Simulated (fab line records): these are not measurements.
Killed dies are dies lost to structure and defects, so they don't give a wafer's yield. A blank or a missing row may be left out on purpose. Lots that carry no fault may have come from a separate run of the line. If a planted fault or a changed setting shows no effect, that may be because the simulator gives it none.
Split-lot study    flow rit-cmos    23 wafers read from 5 lots, route of 202 steps

== ON THE SPLIT ==
At RIT_PRETRO_SOFTBAKE_02 (time 60 s), the setting temp-c was moved away from the recipe's 90 C on 9 of the 23 wafers read, by -3.9% to -1.3%. The other wafers ran this setting at the recipe's value.

== FROM THE SPLIT TO THE READING: what the file shows between them, 2 steps ==
- RIT_PRETRO_EXPOSE_03: exposes mask M5, target cd 43700 nm
- RIT_PRETRO_PEB_04

== THE READING ==
NOVOLAK_of_PRETRO_COAT_01.thk-nm (the simulator's own value, which no gauge read), in nm, at RIT_PRETRO_DEVELOP_05 (develop time 68 s). There is no usual value for it anywhere in the file. The 14 wafers here that ran the recipe average 1302 nm, standard deviation 3 nm.

wafer   tool, chamber at the split  temp-c as run, C  against the recipe  NOVOLAK_of_PRETRO_COAT_01.thk-nm, nm  against lot-mates on the recipe
L074.1  litho-track-03, 0           88.8              -1.3%               1309                                  +6
L074.2  litho-track-03, 0           88.8              -1.3%               1310                                  +7
L074.3  litho-track-03, 0           90                recipe              1303                                  -
L074.4  litho-track-03, 0           90                recipe              1304                                  -
L074.6  litho-track-03, 0           90                recipe              1301                                  -
L077.1  litho-track-03, 0           90                recipe              1303                                  -
L077.4  litho-track-03, 0           90                recipe              1303                                  -
L077.2  litho-track-03, 0           90                recipe              1304                                  -
L077.3  litho-track-03, 0           88.6              -1.6%               1310                                  +7
L077.6  litho-track-03, 0           88.6              -1.6%               1313                                  +10
L078.1  litho-track-01, 0           88.39             -1.8%               1302                                  +5
L078.4  litho-track-01, 0           88.39             -1.8%               1302                                  +5
L078.2  litho-track-01, 0           90                recipe              1298                                  -
L078.5  litho-track-01, 0           90                recipe              1298                                  -
L078.3  litho-track-01, 0           90                recipe              1296                                  -
L079.2  litho-track-01, 0           90                recipe              1306                                  -
L079.5  litho-track-01, 0           90                recipe              1303                                  -
L079.6  litho-track-01, 0           90                recipe              1307                                  -
L081.1  litho-track-01, 0           86.45             -3.9%               1314                                  +12
L081.2  litho-track-01, 0           86.45             -3.9%               1316                                  +14
L081.3  litho-track-01, 0           90                recipe              1302                                  -
L081.4  litho-track-01, 0           90                recipe              1301                                  -
L081.5  litho-track-01, 0           86.45             -3.9%               1317                                  +16

FIT RESULTS
A straight line over all 23 wafers: NOVOLAK_of_PRETRO_COAT_01.thk-nm changes by -3.37 nm for each +1% of temp-c; r = -0.80; the points scatter about the line by 3.5 nm.
The same after taking each lot's own level away (the mean of its wafers on the recipe; 23 wafers): -3.64 nm for each +1%; r = -0.96; scatter 1.6 nm.
Per that fit: largest temp-c move, reading shift of 14 nm.
From 1297.3 to 1305.3 nm: that is the span of the lots' own levels, equal to 2.7 times the standard deviation above.
Consequently the slope shifts little with the lot-to-lot level, the two slopes agreeing.
Check: for one of the wafers moved furthest among these (-3.9%), held out of the fit, the line's prediction against its lot-mates is +15.3 nm. It came out at +12.5 nm against them.

== OTHER SPLITS ON THESE WAFERS ==
Before the reading, these wafers also passed through other splits. Each is held against what the fit with the lots' levels taken away leaves over:
other split on the same wafers    wafers away from the commonest value  r with NOVOLAK_of_PRETRO_COAT_01.thk-nm (lot level and that fit taken away)
RIT_ACTIVE_ETCH_13 rf-w           6                                     +0.07
RIT_FOX2_OXIDATION_00 ox-time-s   15                                    +0.07
RIT_NWELL_COAT_01 spin-rpm        9                                     -0.08
RIT_NWELL_IMPLANT_08 dose-cm2     4                                     +0.07
RIT_PWELL_STRIP_09 o2-flow-sccm   5                                     -0.09
RIT_NRETRO_COAT_01 resist-thk-nm  7                                     -0.07
RIT_NRETRO_IMPLANT_08 energy-kev  4                                     +0.19

== FILE'S OWN FIT ==
NOVOLAK_of_PRETRO_COAT_01.thk-nm changes by -3.74 nm for each +1% of temp-c, r = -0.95.
